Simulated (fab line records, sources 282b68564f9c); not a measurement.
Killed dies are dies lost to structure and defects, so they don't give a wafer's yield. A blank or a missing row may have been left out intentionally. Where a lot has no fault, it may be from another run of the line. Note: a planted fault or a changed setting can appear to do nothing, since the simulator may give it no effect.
fab line records || flow rit-cmos
[record] {"lots": 14, "wafers": 40, "last-day": 7}
route steps=202 shown M1@184
lots with no fault: from the same line, run without faults
start-h: the number of hours between the record's first day and the start of the first shown wafer of the lot || wait-h: how many hours have passed since the lot's step before this one || " as in the row above || L1.1+2: several wafers, shown together as one row || - no value, or no start given || * or withheld: withheld || < > ~ a bound
route shown NAME@n: names a module that has steps shown in the file, with the first one's number in the route || usual: average and standard deviation across the fault-free wafers || same: alike in all rows || chamber/n: place in a boat || sites: each site's reading || _std_site: the standard deviation of these || _edge_site: mean of outer sites minus mean of inner sites || radius-mm: how far each site lies from the wafer's centre || mask NAME#n: copy n || behind: the last tool/chamber to shape the wafer || hold: what put the lot on hold/how long, in hours/how the hold closed || device: names the non-switching transistor (n, p or np) || end of line: at the end of the route, the tests of the same wafers || a step with no rows: only its recipe || killed: at the first sort, the dies lost to defects and structure; wafer yield is something else || map: dies across one wafer; x = killed, . = not, _ = none there
set.NAME: the setting the step ran with; set.NAME@STEP: the setting that earlier step ran with || model.NAME: the simulator's own value behind a step, which no gauge read
steps of the route over a sample of lots; a table a step, a row a wafer
services: when a tool's chamber went out of use (start-h, in hours from the record's first day, below 0 if earlier), for how many hours, and the reason
[[steps]]
[step RIT_M1_SPUTTER_00]
[recipe] {"material": "Al", "target-thk-nm": 400, "power-w": 2000, "chamber-pressure-pa": 0.4, "gas": "Ar", "time-s": 500, "substrate-temp-c": 25}
[usual] {"cathode-dc-power-W": "2000.0/0.38", "chamber-pressure-pa": "0.4000/0.00078", "throttle-valve-pct": "29.9/1.5"}
{"lot.wafer": "L479.1", "tool": "pvd-sputter-01", "chamber": "-", "start-h": 59.75, "wait-h": 0.0, "cathode-dc-power-W": 2000.5, "chamber-pressure-pa": 0.3995, "throttle-valve-pct": 31.3}
{"lot.wafer": "L479.3", "tool": "pvd-sputter-01", "chamber": "-", "start-h": 59.75, "wait-h": 0.0, "cathode-dc-power-W": 2000.0, "chamber-pressure-pa": 0.4014, "throttle-valve-pct": 32.7}
{"lot.wafer": "L479.6", "tool": "pvd-sputter-01", "chamber": "-", "start-h": 59.75, "wait-h": 0.0, "cathode-dc-power-W": 1999.7, "chamber-pressure-pa": 0.3993, "throttle-valve-pct": 28.6}
{"lot.wafer": "L480.2", "tool": "pvd-sputter-04", "chamber": "-", "start-h": 65.24, "wait-h": 0.0, "cathode-dc-power-W": 2000.8, "chamber-pressure-pa": 0.4001, "throttle-valve-pct": 28.2}
{"lot.wafer": "L480.5", "tool": "pvd-sputter-04", "chamber": "-", "start-h": 65.24, "wait-h": 0.0, "cathode-dc-power-W": 1999.7, "chamber-pressure-pa": 0.3989, "throttle-valve-pct": 28.1}
{"lot.wafer": "L480.6", "tool": "pvd-sputter-04", "chamber": "-", "start-h": 65.24, "wait-h": 0.0, "cathode-dc-power-W": 2000.1, "chamber-pressure-pa": 0.4013, "throttle-valve-pct": 31.3}
{"lot.wafer": "L482.1", "tool": "pvd-sputter-04", "chamber": "-", "start-h": 77.48, "wait-h": 0.0, "cathode-dc-power-W": 1999.7, "chamber-pressure-pa": 0.3993, "throttle-valve-pct": 28.2}
{"lot.wafer": "L482.3", "tool": "pvd-sputter-04", "chamber": "-", "start-h": 77.48, "wait-h": 0.0, "cathode-dc-power-W": 2000.0, "chamber-pressure-pa": 0.3991, "throttle-valve-pct": 28.7}
{"lot.wafer": "L482.6", "tool": "pvd-sputter-04", "chamber": "-", "start-h": 77.48, "wait-h": 0.0, "cathode-dc-power-W": 1999.5, "chamber-pressure-pa": 0.3992, "throttle-valve-pct": 28.2}
{"lot.wafer": "L484.1", "tool": "pvd-sputter-01", "chamber": "-", "start-h": 85.11, "wait-h": 0.0, "cathode-dc-power-W": 2000.1, "chamber-pressure-pa": 0.4001, "throttle-valve-pct": 28.6}
{"lot.wafer": "L484.4", "tool": "pvd-sputter-01", "chamber": "-", "start-h": 85.11, "wait-h": 0.0, "cathode-dc-power-W": 2000.0, "chamber-pressure-pa": 0.4000, "throttle-valve-pct": 32.5}
{"lot.wafer": "L484.5", "tool": "pvd-sputter-01", "chamber": "-", "start-h": 85.11, "wait-h": 0.0, "cathode-dc-power-W": 1999.6, "chamber-pressure-pa": 0.4016, "throttle-valve-pct": 31.2}
{"lot.wafer": "L485.2", "tool": "pvd-sputter-04", "chamber": "-", "start-h": 87.98, "wait-h": 0.0, "cathode-dc-power-W": 2000.1, "chamber-pressure-pa": 0.3993, "throttle-valve-pct": 28.2}
{"lot.wafer": "L485.4", "tool": "pvd-sputter-04", "chamber": "-", "start-h": 87.98, "wait-h": 0.0, "cathode-dc-power-W": 2000.7, "chamber-pressure-pa": 0.4004, "throttle-valve-pct": 29.9}
{"lot.wafer": "L485.6", "tool": "pvd-sputter-04", "chamber": "-", "start-h": 87.98, "wait-h": 0.0, "cathode-dc-power-W": 2000.2, "chamber-pressure-pa": 0.4001, "throttle-valve-pct": 29.8}
{"lot.wafer": "L486.4", "tool": "pvd-sputter-01", "chamber": "-", "start-h": 91.33, "wait-h": 0.0, "cathode-dc-power-W": 2000.3, "chamber-pressure-pa": 0.3995, "throttle-valve-pct": 32.7}
{"lot.wafer": "L486.5", "tool": "pvd-sputter-01", "chamber": "-", "start-h": 91.33, "wait-h": 0.0, "cathode-dc-power-W": 2000.5, "chamber-pressure-pa": 0.4000, "throttle-valve-pct": 28.8}
{"lot.wafer": "L486.6", "tool": "pvd-sputter-01", "chamber": "-", "start-h": 91.33, "wait-h": 0.0, "cathode-dc-power-W": 2000.5, "chamber-pressure-pa": 0.4005, "throttle-valve-pct": 30.9}
{"lot.wafer": "L487.3", "tool": "pvd-sputter-04", "chamber": "-", "start-h": 98.87, "wait-h": 0.0, "cathode-dc-power-W": 1999.5, "chamber-pressure-pa": 0.4005, "throttle-valve-pct": 31.3}
{"lot.wafer": "L487.4", "tool": "pvd-sputter-04", "chamber": "-", "start-h": 98.87, "wait-h": 0.0, "cathode-dc-power-W": 1999.5, "chamber-pressure-pa": 0.4003, "throttle-valve-pct": 28.6}
{"lot.wafer": "L487.6", "tool": "pvd-sputter-04", "chamber": "-", "start-h": 98.87, "wait-h": 0.0, "cathode-dc-power-W": 2000.1, "chamber-pressure-pa": 0.3997, "throttle-valve-pct": 28.4}
{"lot.wafer": "L488.1", "tool": "pvd-sputter-04", "chamber": "-", "start-h": 103.77, "wait-h": 0.0, "cathode-dc-power-W": 1999.9, "chamber-pressure-pa": 0.3984, "throttle-valve-pct": 29.9}
{"lot.wafer": "L488.3", "tool": "pvd-sputter-04", "chamber": "-", "start-h": 103.77, "wait-h": 0.0, "cathode-dc-power-W": 2000.2, "chamber-pressure-pa": 0.4012, "throttle-valve-pct": 28.2}
{"lot.wafer": "L488.4", "tool": "pvd-sputter-04", "chamber": "-", "start-h": 103.77, "wait-h": 0.0, "cathode-dc-power-W": 2000.3, "chamber-pressure-pa": 0.4006, "throttle-valve-pct": 28.7}
{"lot.wafer": "L489.1", "tool": "pvd-sputter-02", "chamber": "-", "start-h": 105.61, "wait-h": 0.0, "cathode-dc-power-W": 1999.7, "chamber-pressure-pa": 0.4008, "throttle-valve-pct": 30.7}
{"lot.wafer": "L489.2", "tool": "pvd-sputter-02", "chamber": "-", "start-h": 105.61, "wait-h": 0.0, "cathode-dc-power-W": 2000.0, "chamber-pressure-pa": 0.3996, "throttle-valve-pct": 29.5}
{"lot.wafer": "L489.3", "tool": "pvd-sputter-02", "chamber": "-", "start-h": 105.61, "wait-h": 0.0, "cathode-dc-power-W": 1999.9, "chamber-pressure-pa": 0.3995, "throttle-valve-pct": 31.0}
{"lot.wafer": "L490.1", "tool": "pvd-sputter-01", "chamber": "-", "start-h": 112.90, "wait-h": 0.0, "cathode-dc-power-W": 2000.4, "chamber-pressure-pa": 0.4016, "throttle-valve-pct": 29.0}
{"lot.wafer": "L490.3", "tool": "pvd-sputter-01", "chamber": "-", "start-h": 112.90, "wait-h": 0.0, "cathode-dc-power-W": 2000.2, "chamber-pressure-pa": 0.4009, "throttle-valve-pct": 32.4}
{"lot.wafer": "L490.5", "tool": "pvd-sputter-01", "chamber": "-", "start-h": 112.90, "wait-h": 0.0, "cathode-dc-power-W": 2000.5, "chamber-pressure-pa": 0.4009, "throttle-valve-pct": 28.3}
{"lot.wafer": "L491.1", "tool": "pvd-sputter-04", "chamber": "-", "start-h": 117.29, "wait-h": 0.0, "cathode-dc-power-W": 1999.4, "chamber-pressure-pa": 0.3997, "throttle-valve-pct": 28.7}
{"lot.wafer": "L491.4", "tool": "pvd-sputter-04", "chamber": "-", "start-h": 117.29, "wait-h": 0.0, "cathode-dc-power-W": 1999.6, "chamber-pressure-pa": 0.4002, "throttle-valve-pct": 31.3}
{"lot.wafer": "L491.5", "tool": "pvd-sputter-04", "chamber": "-", "start-h": 117.29, "wait-h": 0.0, "cathode-dc-power-W": 2000.2, "chamber-pressure-pa": 0.4004, "throttle-valve-pct": 31.6}
{"lot.wafer": "L493.3", "tool": "pvd-sputter-04", "chamber": "-", "start-h": 123.69, "wait-h": 0.0, "cathode-dc-power-W": 2000.1, "chamber-pressure-pa": 0.3999, "throttle-valve-pct": 28.8}
{"lot.wafer": "L493.5", "tool": "pvd-sputter-04", "chamber": "-", "start-h": 123.69, "wait-h": 0.0, "cathode-dc-power-W": 1999.8, "chamber-pressure-pa": 0.3983, "throttle-valve-pct": 30.0}
{"lot.wafer": "L493.6", "tool": "pvd-sputter-04", "chamber": "-", "start-h": 123.69, "wait-h": 0.0, "cathode-dc-power-W": 1999.8, "chamber-pressure-pa": 0.4000, "throttle-valve-pct": 28.6}
{"lot.wafer": "L498.5", "tool": "pvd-sputter-01", "chamber": "-", "start-h": 151.55, "wait-h": 0.1, "cathode-dc-power-W": 1999.9, "chamber-pressure-pa": 0.3583, "throttle-valve-pct": 32.9}
{"lot.wafer": "L500.1", "tool": "pvd-sputter-01", "chamber": "-", "start-h": 164.08, "wait-h": 0.0, "cathode-dc-power-W": 2000.3, "chamber-pressure-pa": 0.3583, "throttle-valve-pct": 33.2}
{"lot.wafer": "L500.4", "tool": "pvd-sputter-01", "chamber": "-", "start-h": 164.08, "wait-h": 0.0, "cathode-dc-power-W": 2000.5, "chamber-pressure-pa": 0.4002, "throttle-valve-pct": 28.2}
{"lot.wafer": "L500.5", "tool": "pvd-sputter-01", "chamber": "-", "start-h": 164.08, "wait-h": 0.0, "cathode-dc-power-W": 1999.1, "chamber-pressure-pa": 0.3995, "throttle-valve-pct": 32.7}
[step RIT_M1_PROBE_99]
[usual] {"defect-limited-yield": "97.4/1.2", "killed-at-contacts": "0.0/0.22", "killed-at-front-end": "7/3", "killed-dies": "7/3.1", "killed-open": "3.4/2.1", "killed-short": "3.4/2", "sort_bin_3_pad_short": "0.1/0.23", "sort_bin_5_function": "1.5/0.76", "sort_bin_6_memory": "1.0/0.74", "sort-n-pass": "257/3.1", "sort-yield-pct": "97.4/1.2"}
[same] {"gross-dies": 264, "killed_at_M0_to_M3": 0, "killed_at_M4_up": 0, "killed-at-back-side": 0, "killed-at-other": 0}
{"lot.wafer": "L479.1", "tool": "prober-01", "chamber": "-", "start-h": 63.92, "wait-h": 0.1, "defect-limited-yield[%]": 96.6, "killed-at-contacts": 1, "killed-at-front-end": 8, "killed-dies": 9, "killed-open": 3, "killed-short": 6, "sort_bin_3_pad_short[%]": 0.4, "sort_bin_5_function[%]": 1.9, "sort_bin_6_memory[%]": 1.1, "sort-n-pass": 255, "sort-yield-pct[%]": 96.6}
{"lot.wafer": "L479.3", "tool": "prober-01", "chamber": "-", "start-h": 64.02, "wait-h": 0.2, "defect-limited-yield[%]": 98.1, "killed-at-contacts": 0, "killed-at-front-end": 5, "killed-dies": 5, "killed-open": 2, "killed-short": 3, "sort_bin_3_pad_short[%]": 0, "sort_bin_5_function[%]": 1.1, "sort_bin_6_memory[%]": 0.8, "sort-n-pass": 259, "sort-yield-pct[%]": 98.1}
{"lot.wafer": "L479.6", "tool": "prober-01", "chamber": "-", "start-h": 64.17, "wait-h": 0.2, "defect-limited-yield[%]": 97.3, "killed-at-contacts": 0, "killed-at-front-end": 7, "killed-dies": 7, "killed-open": 6, "killed-short": 1, "sort_bin_3_pad_short[%]": 0, "sort_bin_5_function[%]": 1.5, "sort_bin_6_memory[%]": 1.1, "sort-n-pass": 257, "sort-yield-pct[%]": 97.3}
{"lot.wafer": "L482.1", "tool": "prober-02", "chamber": "-", "start-h": 81.62, "wait-h": 0.1, "defect-limited-yield[%]": 98.5, "killed-at-contacts": 0, "killed-at-front-end": 4, "killed-dies": 4, "killed-open": 2, "killed-short": 2, "sort_bin_3_pad_short[%]": 0.4, "sort_bin_5_function[%]": 1.1, "sort_bin_6_memory[%]": 0, "sort-n-pass": 260, "sort-yield-pct[%]": 98.5}
{"lot.wafer": "L482.3", "tool": "prober-02", "chamber": "-", "start-h": 81.72, "wait-h": 0.2, "defect-limited-yield[%]": 96.2, "killed-at-contacts": 0, "killed-at-front-end": 10, "killed-dies": 10, "killed-open": 3, "killed-short": 6, "sort_bin_3_pad_short[%]": 0.4, "sort_bin_5_function[%]": 1.9, "sort_bin_6_memory[%]": 1.5, "sort-n-pass": 254, "sort-yield-pct[%]": 96.2}
{"lot.wafer": "L482.6", "tool": "prober-02", "chamber": "-", "start-h": 81.87, "wait-h": 0.2, "defect-limited-yield[%]": 98.9, "killed-at-contacts": 0, "killed-at-front-end": 3, "killed-dies": 3, "killed-open": 0, "killed-short": 3, "sort_bin_3_pad_short[%]": 0, "sort_bin_5_function[%]": 0.8, "sort_bin_6_memory[%]": 0.4, "sort-n-pass": 261, "sort-yield-pct[%]": 98.9}
{"lot.wafer": "L486.4", "tool": "prober-02", "chamber": "-", "start-h": 95.76, "wait-h": 0.2, "defect-limited-yield[%]": 95.5, "killed-at-contacts": 0, "killed-at-front-end": 12, "killed-dies": 12, "killed-open": 6, "killed-short": 6, "sort_bin_3_pad_short[%]": 0.4, "sort_bin_5_function[%]": 1.1, "sort_bin_6_memory[%]": 3.0, "sort-n-pass": 252, "sort-yield-pct[%]": 95.5}
{"lot.wafer": "L486.5", "tool": "prober-02", "chamber": "-", "start-h": 95.81, "wait-h": 0.2, "defect-limited-yield[%]": 96.6, "killed-at-contacts": 0, "killed-at-front-end": 9, "killed-dies": 9, "killed-open": 5, "killed-short": 4, "sort_bin_3_pad_short[%]": 0.4, "sort_bin_5_function[%]": 1.9, "sort_bin_6_memory[%]": 1.1, "sort-n-pass": 255, "sort-yield-pct[%]": 96.6}
{"lot.wafer": "L486.6", "tool": "prober-02", "chamber": "-", "start-h": 95.86, "wait-h": 0.2, "defect-limited-yield[%]": 95.8, "killed-at-contacts": 0, "killed-at-front-end": 11, "killed-dies": 11, "killed-open": 5, "killed-short": 6, "sort_bin_3_pad_short[%]": 0.4, "sort_bin_5_function[%]": 3.0, "sort_bin_6_memory[%]": 0.8, "sort-n-pass": 253, "sort-yield-pct[%]": 95.8}
{"lot.wafer": "L487.3", "tool": "prober-01", "chamber": "-", "start-h": 103.19, "wait-h": 0.2, "defect-limited-yield[%]": 98.9, "killed-at-contacts": 0, "killed-at-front-end": 3, "killed-dies": 3, "killed-open": 2, "killed-short": 1, "sort_bin_3_pad_short[%]": 0, "sort_bin_5_function[%]": 1.1, "sort_bin_6_memory[%]": 0, "sort-n-pass": 261, "sort-yield-pct[%]": 98.9}
{"lot.wafer": "L487.4", "tool": "prober-01", "chamber": "-", "start-h": 103.24, "wait-h": 0.2, "defect-limited-yield[%]": 98.1, "killed-at-contacts": 0, "killed-at-front-end": 5, "killed-dies": 5, "killed-open": 4, "killed-short": 1, "sort_bin_3_pad_short[%]": 0, "sort_bin_5_function[%]": 1.5, "sort_bin_6_memory[%]": 0.4, "sort-n-pass": 259, "sort-yield-pct[%]": 98.1}
{"lot.wafer": "L487.6", "tool": "prober-01", "chamber": "-", "start-h": 103.34, "wait-h": 0.2, "defect-limited-yield[%]": 97.3, "killed-at-contacts": 0, "killed-at-front-end": 7, "killed-dies": 7, "killed-open": 4, "killed-short": 3, "sort_bin_3_pad_short[%]": 0, "sort_bin_5_function[%]": 1.9, "sort_bin_6_memory[%]": 0.8, "sort-n-pass": 257, "sort-yield-pct[%]": 97.3}
{"lot.wafer": "L493.3", "tool": "prober-01", "chamber": "-", "start-h": 127.93, "wait-h": 0.2, "defect-limited-yield[%]": 97.3, "killed-at-contacts": 0, "killed-at-front-end": 7, "killed-dies": 7, "killed-open": 3, "killed-short": 4, "sort_bin_3_pad_short[%]": 0.4, "sort_bin_5_function[%]": 1.1, "sort_bin_6_memory[%]": 1.1, "sort-n-pass": 257, "sort-yield-pct[%]": 97.3}
{"lot.wafer": "L493.5", "tool": "prober-01", "chamber": "-", "start-h": 128.03, "wait-h": 0.2, "defect-limited-yield[%]": 98.9, "killed-at-contacts": 0, "killed-at-front-end": 3, "killed-dies": 3, "killed-open": 2, "killed-short": 1, "sort_bin_3_pad_short[%]": 0, "sort_bin_5_function[%]": 0.8, "sort_bin_6_memory[%]": 0.4, "sort-n-pass": 261, "sort-yield-pct[%]": 98.9}
{"lot.wafer": "L493.6", "tool": "prober-01", "chamber": "-", "start-h": 128.08, "wait-h": 0.2, "defect-limited-yield[%]": 95.8, "killed-at-contacts": 1, "killed-at-front-end": 10, "killed-dies": 11, "killed-open": 8, "killed-short": 3, "sort_bin_3_pad_short[%]": 0.4, "sort_bin_5_function[%]": 2.3, "sort_bin_6_memory[%]": 1.5, "sort-n-pass": 253, "sort-yield-pct[%]": 95.8}
{"lot.wafer": "L500.1", "tool": "prober-02", "chamber": "-", "start-h": 168.42, "wait-h": 0.1, "defect-limited-yield[%]": 96.2, "killed-at-contacts": 0, "killed-at-front-end": 10, "killed-dies": 10, "killed-open": 6, "killed-short": 4, "sort_bin_3_pad_short[%]": 0.8, "sort_bin_5_function[%]": 2.7, "sort_bin_6_memory[%]": 0.4, "sort-n-pass": 254, "sort-yield-pct[%]": 96.2}
{"lot.wafer": "L500.4", "tool": "prober-02", "chamber": "-", "start-h": 168.57, "wait-h": 0.2, "defect-limited-yield[%]": 95.8, "killed-at-contacts": 0, "killed-at-front-end": 11, "killed-dies": 11, "killed-open": 5, "killed-short": 6, "sort_bin_3_pad_short[%]": 0, "sort_bin_5_function[%]": 1.9, "sort_bin_6_memory[%]": 2.3, "sort-n-pass": 253, "sort-yield-pct[%]": 95.8}
{"lot.wafer": "L500.5", "tool": "prober-02", "chamber": "-", "start-h": 168.62, "wait-h": 0.2, "defect-limited-yield[%]": 94.7, "killed-at-contacts": 0, "killed-at-front-end": 14, "killed-dies": 14, "killed-open": 6, "killed-short": 8, "sort_bin_3_pad_short[%]": 0.4, "sort_bin_5_function[%]": 1.5, "sort_bin_6_memory[%]": 3.4, "sort-n-pass": 250, "sort-yield-pct[%]": 94.7}
// killed by level:class
L479.1 GATE:geometric-particle:short=2 SILICIDE:geometric-particle:short=2 FOX1:geometric-particle:short=1 GATE:geometric-particle:open=1 REOX:geometric-particle:short=1 REOX:geometric-particle:open=1 CONTACT:geometric-particle:open=1
L479.3 GATE:geometric-particle:open=1 GATE:geometric-particle:short=1 SPACER:geometric-particle:short=1 SILICIDE:geometric-particle:short=1 SILICIDE:geometric-particle:open=1
L479.6 FOX1:geometric-particle:open=2 SPACER:geometric-particle:open=2 FOX1:geometric-particle:short=1 GATE:geometric-particle:open=1 SILICIDE:geometric-particle:open=1
L482.1 GATE:geometric-particle:open=1 GATE:geometric-particle:short=1 REOX:geometric-particle:open=1 SPACER:geometric-particle:short=1
L482.3 FOX2:geometric-particle:short=3 FOX1:geometric-particle:short=1 GATE:geometric-particle:short=1 GATE:geometric-particle:open=1 REOX:geometric-particle:open=1 SPACER:geometric-particle:short=1 SPACER:geometric-particle:open=1 NWELL:coat-microbubble-printed=1
L482.6 GATE:geometric-particle:short=1 REOX:geometric-particle:short=1 SPACER:geometric-particle:short=1
L486.4 FOX1:geometric-particle:open=4 FOX1:geometric-particle:short=2 REOX:geometric-particle:short=2 GATE:geometric-particle:open=1 GATE:geometric-particle:short=1 SILICIDE:geometric-particle:open=1 SILICIDE:geometric-particle:short=1
L486.5 FOX1:geometric-particle:short=2 FOX2:geometric-particle:open=2 REOX:geometric-particle:open=2 FOX2:geometric-particle:short=1 GATE:geometric-particle:open=1 REOX:geometric-particle:short=1
L486.6 GATE:geometric-particle:short=3 FOX1:geometric-particle:open=2 SPACER:geometric-particle:short=2 FOX1:geometric-particle:short=1 FOX2:geometric-particle:open=1 REOX:geometric-particle:open=1 SILICIDE:geometric-particle:open=1
L487.3 FOX1:geometric-particle:open=1 GATE:geometric-particle:short=1 SILICIDE:geometric-particle:open=1
L487.4 FOX2:geometric-particle:open=1 GATE:geometric-particle:short=1 GATE:geometric-particle:open=1 REOX:geometric-particle:open=1 SPACER:geometric-particle:open=1
L487.6 GATE:geometric-particle:short=3 GATE:geometric-particle:open=2 FOX1:geometric-particle:open=1 SILICIDE:geometric-particle:open=1
L493.3 GATE:geometric-particle:open=2 GATE:geometric-particle:short=2 FOX2:geometric-particle:short=1 REOX:geometric-particle:open=1 SILICIDE:geometric-particle:short=1
L493.5 GATE:geometric-particle:open=2 REOX:geometric-particle:short=1
L493.6 GATE:geometric-particle:open=3 SPACER:geometric-particle:open=2 REOX:geometric-particle:open=2 FOX2:geometric-particle:open=1 FOX2:geometric-particle:short=1 SPACER:geometric-particle:short=1 CONTACT:geometric-particle:short=1
L500.1 GATE:geometric-particle:open=3 FOX1:geometric-particle:short=2 GATE:geometric-particle:short=2 SILICIDE:geometric-particle:open=2 SPACER:geometric-particle:open=1
L500.4 GATE:geometric-particle:open=4 REOX:geometric-particle:short=2 FOX1:geometric-particle:short=1 FOX2:geometric-particle:short=1 GATE:geometric-particle:short=1 SPACER:geometric-particle:open=1 SILICIDE:geometric-particle:short=1
L500.5 GATE:geometric-particle:open=3 GATE:geometric-particle:short=3 REOX:geometric-particle:open=3 SPACER:geometric-particle:short=2 FOX1:geometric-particle:short=1 REOX:geometric-particle:short=1 SILICIDE:geometric-particle:short=1
[[services]]
{"tool": "pvd-sputter-02", "chamber": "-", "start-h": 47.48, "hours": 33.7, "kind": "repair"}
{"tool": "pvd-sputter-01", "chamber": "-", "start-h": 78.45, "hours": 3.6, "kind": "repair"}
{"tool": "pvd-sputter-01", "chamber": "-", "start-h": 85.88, "hours": 3.1, "kind": "repair"}
{"tool": "pvd-sputter-02", "chamber": "-", "start-h": 133.18, "hours": 21.3, "kind": "repair"}
[[key]]
[first-sign] {"step": "RIT_M1_SPUTTER_00", "reading": "chamber-pressure-pa", "direction": "down", "sigmas": 53, "usual": 0.4000, "struck": 0.3583}
effect none on later readings
met-at RIT_M1_SPUTTER_00
struck-lots L498,L500
struck-wafers L498.5,L500.1
rows-end L498.5
onset-between 91.33 151.55
[fault] {"kind": "process-parameter-drift", "tool": "pvd-sputter-01", "chamber": "-", "onset-h": 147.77, "steps": "RIT_M1_SPUTTER_00", "channel": "chamber-pressure-pa", "offset": -0.040954, "shape": "step", "acts-in": "these-recipes-only", "stated": 0.4, "scope": "struck-wafers-only"}
// rows-end: these wafers met a further fault down the route, and their rows from its step on are left out
